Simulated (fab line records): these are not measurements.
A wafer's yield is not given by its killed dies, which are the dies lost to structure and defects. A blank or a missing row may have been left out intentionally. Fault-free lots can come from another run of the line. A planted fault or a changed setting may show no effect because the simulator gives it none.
Split-lot experiment / flow berkeley-cmos170 / 23 wafers read across 5 lots, on a route 331 steps long

ABOUT THE SPLIT
At UCB170_M3_EXPOSE_12 (exposes mask METAL3, target cd 700 nm), the setting dose-mj was moved away from the recipe's 26 on 9 of the 23 wafers read, by -7.5% to +3.8%. For the rest of the wafers, this setting stayed at what the recipe calls for.

FROM THE SPLIT TO THE READING: what the file shows between them, 2 steps
- UCB170_M3_PEB_13
- UCB170_M3_DEVELOP_14: develop time 45 s

THE READING
cd-nm (nm) at UCB170_M3_CD_MEAS_15, where the cd target is 700 nm. Fault-free wafers of this fab line usually give 699.9 nm, standard deviation 1.6 nm.

wafer=L074.1; tool, chamber at the split=krf-scanner-02, 0; dose-mj as run=26; against the recipe=recipe; cd-nm, nm=697.1; against lot-mates on the recipe=-
wafer=L074.2; tool, chamber at the split=krf-scanner-02, 0; dose-mj as run=26; against the recipe=recipe; cd-nm, nm=695.9; against lot-mates on the recipe=-
wafer=L074.4; tool, chamber at the split=krf-scanner-02, 0; dose-mj as run=26; against the recipe=recipe; cd-nm, nm=697.4; against lot-mates on the recipe=-
wafer=L074.5; tool, chamber at the split=krf-scanner-02, 0; dose-mj as run=26; against the recipe=recipe; cd-nm, nm=697.4; against lot-mates on the recipe=-
wafer=L074.6; tool, chamber at the split=krf-scanner-02, 0; dose-mj as run=26; against the recipe=recipe; cd-nm, nm=696.7; against lot-mates on the recipe=-
wafer=L075.2; tool, chamber at the split=krf-scanner-02, 0; dose-mj as run=26; against the recipe=recipe; cd-nm, nm=700.3; against lot-mates on the recipe=-
wafer=L075.3; tool, chamber at the split=krf-scanner-02, 0; dose-mj as run=24.65; against the recipe=-5.2%; cd-nm, nm=708.4; against lot-mates on the recipe=+8.4
wafer=L075.4; tool, chamber at the split=krf-scanner-02, 0; dose-mj as run=26; against the recipe=recipe; cd-nm, nm=699.7; against lot-mates on the recipe=-
wafer=L075.5; tool, chamber at the split=krf-scanner-02, 0; dose-mj as run=24.65; against the recipe=-5.2%; cd-nm, nm=709.0; against lot-mates on the recipe=+9.0
wafer=L075.6; tool, chamber at the split=krf-scanner-02, 0; dose-mj as run=24.65; against the recipe=-5.2%; cd-nm, nm=708.2; against lot-mates on the recipe=+8.2
wafer=L078.2; tool, chamber at the split=krf-scanner-01, 0; dose-mj as run=26; against the recipe=recipe; cd-nm, nm=700.5; against lot-mates on the recipe=-
wafer=L078.3; tool, chamber at the split=krf-scanner-01, 0; dose-mj as run=26; against the recipe=recipe; cd-nm, nm=701.9; against lot-mates on the recipe=-
wafer=L078.4; tool, chamber at the split=krf-scanner-01, 0; dose-mj as run=24.06; against the recipe=-7.5%; cd-nm, nm=714.5; against lot-mates on the recipe=+13.3
wafer=L078.5; tool, chamber at the split=krf-scanner-01, 0; dose-mj as run=24.06; against the recipe=-7.5%; cd-nm, nm=714.4; against lot-mates on the recipe=+13.2
wafer=L078.6; tool, chamber at the split=krf-scanner-01, 0; dose-mj as run=24.06; against the recipe=-7.5%; cd-nm, nm=713.7; against lot-mates on the recipe=+12.5
wafer=L079.1; tool, chamber at the split=krf-scanner-02, 0; dose-mj as run=26; against the recipe=recipe; cd-nm, nm=699.0; against lot-mates on the recipe=-
wafer=L079.2; tool, chamber at the split=krf-scanner-02, 0; dose-mj as run=26; against the recipe=recipe; cd-nm, nm=697.3; against lot-mates on the recipe=-
wafer=L079.3; tool, chamber at the split=krf-scanner-02, 0; dose-mj as run=26; against the recipe=recipe; cd-nm, nm=697.9; against lot-mates on the recipe=-
wafer=L084.1; tool, chamber at the split=krf-scanner-01, 0; dose-mj as run=26; against the recipe=recipe; cd-nm, nm=700.5; against lot-mates on the recipe=-
wafer=L084.3; tool, chamber at the split=krf-scanner-01, 0; dose-mj as run=27; against the recipe=+3.8%; cd-nm, nm=694.1; against lot-mates on the recipe=-6.4
wafer=L084.4; tool, chamber at the split=krf-scanner-01, 0; dose-mj as run=27; against the recipe=+3.8%; cd-nm, nm=694.1; against lot-mates on the recipe=-6.4
wafer=L084.5; tool, chamber at the split=krf-scanner-01, 0; dose-mj as run=26; against the recipe=recipe; cd-nm, nm=700.6; against lot-mates on the recipe=-
wafer=L084.6; tool, chamber at the split=krf-scanner-01, 0; dose-mj as run=27; against the recipe=+3.8%; cd-nm, nm=693.9; against lot-mates on the recipe=-6.6

THE FIT
A straight line over all 23 wafers: cd-nm changes by -1.84 nm for each +1% of dose-mj; r = -0.97; the points scatter about the line by 1.7 nm.
The same after taking each lot's own level away (the mean of its wafers on the recipe; 23 wafers): -1.71 nm for each +1%; r = -1.00; scatter 0.51 nm.
According to that fit, moving dose-mj by its largest amount changes the reading by 13 nm.
Across the lots, their own levels run from 696.90 to 701.20 nm, a range of 2.7 times the standard deviation given above.
The two slopes are in agreement: the lot-to-lot level therefore moves the slope only a little.
Check: with one of the wafers moved furthest among these (-7.5%) left out of the fit, the line predicts +12.6 nm for it against its lot-mates. It came out at +13.3 nm against them.

THE OTHER SPLITS THESE WAFERS WENT THROUGH
Before the reading, these wafers also passed through other splits. Each is held against what the fit with the lots' levels taken away leaves over:
other split on the same wafers=UCB170_M1_PEB_07 peb-temp-c; wafers away from the commonest value=8; r with cd-nm (lot level and that fit taken away)=-0.09
other split on the same wafers=UCB170_V1_COAT_07 resist-thk-nm; wafers away from the commonest value=11; r with cd-nm (lot level and that fit taken away)=+0.00
other split on the same wafers=UCB170_M2_COAT_10 resist-thk-nm; wafers away from the commonest value=6; r with cd-nm (lot level and that fit taken away)=+0.11
other split on the same wafers=UCB170_V2_CVD_00 time-s; wafers away from the commonest value=4; r with cd-nm (lot level and that fit taken away)=+0.12
other split on the same wafers=UCB170_M3_SPUTTER_01 time-s; wafers away from the commonest value=5; r with cd-nm (lot level and that fit taken away)=+0.09

FILE'S OWN FIT
cd-nm changes by -1.71 nm for each +1% of dose-mj, r = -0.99.
